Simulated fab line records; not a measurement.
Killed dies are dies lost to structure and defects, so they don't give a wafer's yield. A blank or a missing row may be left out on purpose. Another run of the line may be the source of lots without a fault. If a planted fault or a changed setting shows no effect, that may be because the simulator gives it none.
A sampling plan put to the test / flow ritCmos / one line in one fab, 15 faults in these records, each fault weighed on the records of the lots it struck
The plan is the line's own looks: the steps of the route at which a gauge or an inspection reads the wafer and doesn't change it. A look can be judged if struck wafers have a number there and the file gives its usual mean and standard deviation on fault-free wafers. Caught: the struck wafers' mean, at a look after the fault's first step, is 4 or more of those standard deviations (sigma) away from the usual mean. On the tool: the test repeated on the tool's own readings taken at the fault's steps. Also counted as caught: the struck wafers showing another recipe, or a record that is empty for them alone.

THE FAULTS, as the simulator had put them in
1. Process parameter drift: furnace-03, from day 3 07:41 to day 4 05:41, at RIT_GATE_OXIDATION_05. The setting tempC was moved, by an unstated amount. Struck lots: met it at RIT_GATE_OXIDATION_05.
2. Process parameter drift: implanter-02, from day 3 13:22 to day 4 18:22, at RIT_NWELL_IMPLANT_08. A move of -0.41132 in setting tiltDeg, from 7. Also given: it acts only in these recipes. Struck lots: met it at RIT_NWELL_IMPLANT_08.
3. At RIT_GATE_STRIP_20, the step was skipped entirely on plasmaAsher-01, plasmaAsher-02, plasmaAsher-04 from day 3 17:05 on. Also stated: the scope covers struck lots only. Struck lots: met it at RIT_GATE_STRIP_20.
4. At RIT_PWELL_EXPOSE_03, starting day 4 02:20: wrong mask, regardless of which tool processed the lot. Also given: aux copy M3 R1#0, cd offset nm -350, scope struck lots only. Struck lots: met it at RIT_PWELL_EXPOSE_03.
5. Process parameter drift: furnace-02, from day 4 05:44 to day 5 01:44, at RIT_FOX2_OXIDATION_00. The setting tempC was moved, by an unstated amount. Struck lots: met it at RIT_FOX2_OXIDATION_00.
6. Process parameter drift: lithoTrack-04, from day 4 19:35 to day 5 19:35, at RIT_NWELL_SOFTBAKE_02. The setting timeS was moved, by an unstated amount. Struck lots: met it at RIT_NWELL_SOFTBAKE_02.
7. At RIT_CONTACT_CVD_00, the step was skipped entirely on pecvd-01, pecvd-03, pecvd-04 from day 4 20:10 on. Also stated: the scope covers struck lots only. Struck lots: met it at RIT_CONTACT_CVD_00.
8. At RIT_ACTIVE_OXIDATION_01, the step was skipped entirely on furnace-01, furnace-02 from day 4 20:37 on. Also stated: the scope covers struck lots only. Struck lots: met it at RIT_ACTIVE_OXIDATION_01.
9. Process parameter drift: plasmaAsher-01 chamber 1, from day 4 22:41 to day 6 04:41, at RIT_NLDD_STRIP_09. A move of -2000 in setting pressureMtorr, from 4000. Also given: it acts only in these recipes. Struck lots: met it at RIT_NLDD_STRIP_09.
10. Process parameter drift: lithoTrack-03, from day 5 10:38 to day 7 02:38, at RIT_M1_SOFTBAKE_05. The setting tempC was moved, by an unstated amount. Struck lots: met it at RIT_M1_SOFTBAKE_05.
11. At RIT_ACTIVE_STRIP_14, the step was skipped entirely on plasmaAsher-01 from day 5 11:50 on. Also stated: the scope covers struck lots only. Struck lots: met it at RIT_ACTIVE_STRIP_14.
12. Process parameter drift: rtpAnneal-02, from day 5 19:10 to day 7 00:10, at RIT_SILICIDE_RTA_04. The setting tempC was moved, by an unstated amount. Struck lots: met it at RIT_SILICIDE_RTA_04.
13. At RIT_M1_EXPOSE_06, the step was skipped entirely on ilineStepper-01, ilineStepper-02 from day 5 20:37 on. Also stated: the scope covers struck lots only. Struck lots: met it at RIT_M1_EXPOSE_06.
14. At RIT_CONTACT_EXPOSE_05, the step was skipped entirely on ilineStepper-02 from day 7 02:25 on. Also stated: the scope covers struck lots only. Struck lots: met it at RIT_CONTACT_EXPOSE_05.
15. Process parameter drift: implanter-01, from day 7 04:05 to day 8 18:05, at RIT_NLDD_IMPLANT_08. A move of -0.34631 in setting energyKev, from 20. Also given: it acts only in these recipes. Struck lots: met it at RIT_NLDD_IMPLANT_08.

WHAT THE PLAN SAW
fault=1; on the tool itself=tubeCenterTempC -62 sigma; first look that catches it=not the one look that can be judged after it; reading, sigma=-; median hours from its first step to that look=-; hours from the fault's start to the first struck lot there=-; judged looks passed uncaught=1
fault=2; on the tool itself=tiltDeg -20 sigma; first look that catches it=no look after it can be judged; reading, sigma=-; median hours from its first step to that look=-; hours from the fault's start to the first struck lot there=-; judged looks passed uncaught=0
fault=3; on the tool itself=the tool's record is blank for the struck wafers; first look that catches it=no look after it can be judged; reading, sigma=-; median hours from its first step to that look=-; hours from the fault's start to the first struck lot there=-; judged looks passed uncaught=0
fault=4; on the tool itself=no reading that can be judged; first look that catches it=no look after it can be judged; reading, sigma=-; median hours from its first step to that look=-; hours from the fault's start to the first struck lot there=-; judged looks passed uncaught=0
fault=5; on the tool itself=tubeCenterTempC +93 sigma; first look that catches it=none of the 2 looks that can be judged after it; reading, sigma=-; median hours from its first step to that look=-; hours from the fault's start to the first struck lot there=-; judged looks passed uncaught=2
fault=6; on the tool itself=runLengthS +47 sigma; first look that catches it=no look after it can be judged; reading, sigma=-; median hours from its first step to that look=-; hours from the fault's start to the first struck lot there=-; judged looks passed uncaught=0
fault=7; on the tool itself=the tool's record is blank for the struck wafers; first look that catches it=no look after it can be judged; reading, sigma=-; median hours from its first step to that look=-; hours from the fault's start to the first struck lot there=-; judged looks passed uncaught=0
fault=8; on the tool itself=the tool's record is blank for the struck wafers; first look that catches it=no look after it can be judged; reading, sigma=-; median hours from its first step to that look=-; hours from the fault's start to the first struck lot there=-; judged looks passed uncaught=0
fault=9; on the tool itself=chamberPressureMTorr -99 or beyond sigma; first look that catches it=no look after it can be judged; reading, sigma=-; median hours from its first step to that look=-; hours from the fault's start to the first struck lot there=-; judged looks passed uncaught=0
fault=10; on the tool itself=heaterPowerTotalW +51 sigma; first look that catches it=not the one look that can be judged after it; reading, sigma=-; median hours from its first step to that look=-; hours from the fault's start to the first struck lot there=-; judged looks passed uncaught=1
fault=11; on the tool itself=the tool's record is blank for the struck wafers; first look that catches it=no look after it can be judged; reading, sigma=-; median hours from its first step to that look=-; hours from the fault's start to the first struck lot there=-; judged looks passed uncaught=0
fault=12; on the tool itself=wafer_temp_C_max +90 sigma; first look that catches it=no look after it can be judged; reading, sigma=-; median hours from its first step to that look=-; hours from the fault's start to the first struck lot there=-; judged looks passed uncaught=0
fault=13; on the tool itself=no reading that can be judged; first look that catches it=no look after it can be judged; reading, sigma=-; median hours from its first step to that look=-; hours from the fault's start to the first struck lot there=-; judged looks passed uncaught=0
fault=14; on the tool itself=no reading that can be judged; first look that catches it=no look after it can be judged; reading, sigma=-; median hours from its first step to that look=-; hours from the fault's start to the first struck lot there=-; judged looks passed uncaught=0
fault=15; on the tool itself=beamEnergyKeV -61 sigma; first look that catches it=not the one look that can be judged after it; reading, sigma=strongest: NLDD_TW at RIT_NLDD_TW_MEAS_10, -2.3; median hours from its first step to that look=-; hours from the fault's start to the first struck lot there=-; judged looks passed uncaught=1
A dash: the fault is not caught, or the number is missing from these records.

Caught at a look: 0 of 15. Caught on the tool: 12 of 15. By one or the other: 12 of 15.
Faults 1, 2, 3, 5, 6, 7, 8, 9, 10, 11, 12, 15 were caught on the tool alone.
Caught by neither: faults 4, 13, 14.
